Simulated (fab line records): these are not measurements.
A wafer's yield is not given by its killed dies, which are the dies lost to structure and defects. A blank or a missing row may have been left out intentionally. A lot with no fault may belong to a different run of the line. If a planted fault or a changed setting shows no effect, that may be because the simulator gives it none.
Which tool did it?    flow berkeleyCmos170    route of 331 steps, sampled at 1 step: 7 lots, 21 wafers

== WHAT THE GAUGES SHOWED, per wafer ==
UCB170_CONTACT_OVL_MEAS_16.
lot   measured      on          CONTACT_OVL (nm)
L373  day 8 05:05   overlay-02  4 6 5
L378  day 8 21:00   overlay-02  3 9 4
L382  day 9 17:28   overlay-02  5 -3 2
L381  day 9 19:43   overlay-01  2 2 2
L384  day 10 19:04  overlay-02  1 3 5
L392  day 12 02:45  overlay-01  4 11 13
L396  day 13 08:00  overlay-02  -1 -5 -13

== WHAT TOOL EACH LOT RAN ON (gives the tool, then ch and the chambers of the sampled wafers, and finally the start) ==
No process step before these readings appears in the record.

== THE ANSWER, worked out from the rows above alone ==
Rule: usual is defined by the lots themselves. Put in order of their means at a reading, lots are off if they are a third of the lots or fewer, leave a main group of 4 or more, and stand apart from it by a gap of 3 or more times the standard deviation of the main group's means; of several such gaps the widest counts. Not used: any main group whose means are identical at the precision the tables above print for the reading. Also off: a lot with no number at a reading for which 4 or more lots have one. Where the step has rows for the other lots, those lots are counted as sound.
Nothing can be told from this: no lot is off at any reading shown.

== WHAT THE SIMULATOR HAD PUT IN ==
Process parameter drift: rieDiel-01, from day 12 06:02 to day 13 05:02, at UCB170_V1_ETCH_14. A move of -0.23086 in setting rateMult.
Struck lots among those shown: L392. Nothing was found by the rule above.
